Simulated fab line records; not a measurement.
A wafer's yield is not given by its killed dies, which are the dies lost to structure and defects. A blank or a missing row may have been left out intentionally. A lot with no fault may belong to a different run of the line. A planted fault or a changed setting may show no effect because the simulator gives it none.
The tool behind it: which one?	flow berkeley cmos170	15 lots (45 wafers sampled), 1 step of a 331-step route

== WHAT THE GAUGES READ, wafer by wafer ==
UCB170_SPACER_THK_MEAS_01.
lot	measured	on	SPACER_TEOS_THK (nm)
L250	day 6 23:52	film metro-03	373 375 381
L252	day 7 11:56	film metro-01	379 382 391
L253	day 7 19:36	film metro-01	368 366 374
L257	day 8 02:36	film metro-04	371 374 376
L260	day 8 15:12	film metro-04	371 370 377
L259	day 8 15:23	film metro-03	374 369 366
L261	day 8 15:50	film metro-04	365 370 376
L263	day 9 14:31	film metro-04	374 377 371
L262	day 9 14:56	film metro-04	375 371 380
L264	day 9 15:12	film metro-04	369 376 368
L265	day 9 15:22	film metro-03	380 376 384
L267	day 10 08:59	film metro-01	377 378 386
L268	day 10 09:44	film metro-03	363 374 373
L270	day 10 09:44	film metro-04	373 376 384
L272	day 11 03:26	film metro-03	372 379 379

== EACH LOT AND THE TOOL THAT RAN IT (in order: tool; ch and the chambers of the sampled wafers; start) ==
No process step before these readings appears in the record.

== WHAT THE TOOLS THEMSELVES READ (means of the sampled wafers that have a number; where no wafer has one, the mark that the record gives instead) ==
The record holds no such reading with a usual standard deviation.

== THE ANSWER, worked out from the rows above alone ==
Rule: what is usual is taken from the lots themselves. The widest of any qualifying gaps counts: lots, ordered by their means at a reading, are off when they make up no more than a third of the lots, leave a main group of 4 or more, and stand apart from it by 3 or more times the standard deviation of that group's means. If all means in a main group match to the digits the tables above print for the reading, that group is not used. Also off: a lot with no number at a reading for which 4 or more lots have one. The other lots that the step has rows for count as sound. The gauges are gone through in route order, then the tools' own readings, and for those a lot's mean is taken as printed above. At the first step where some lot is off, the reading lying furthest off is the one used; lots without a number count as furthest.
Across all readings shown, no lot is off: no conclusion can be drawn from this.

== WHAT THE SIMULATOR HAD PUT IN ==
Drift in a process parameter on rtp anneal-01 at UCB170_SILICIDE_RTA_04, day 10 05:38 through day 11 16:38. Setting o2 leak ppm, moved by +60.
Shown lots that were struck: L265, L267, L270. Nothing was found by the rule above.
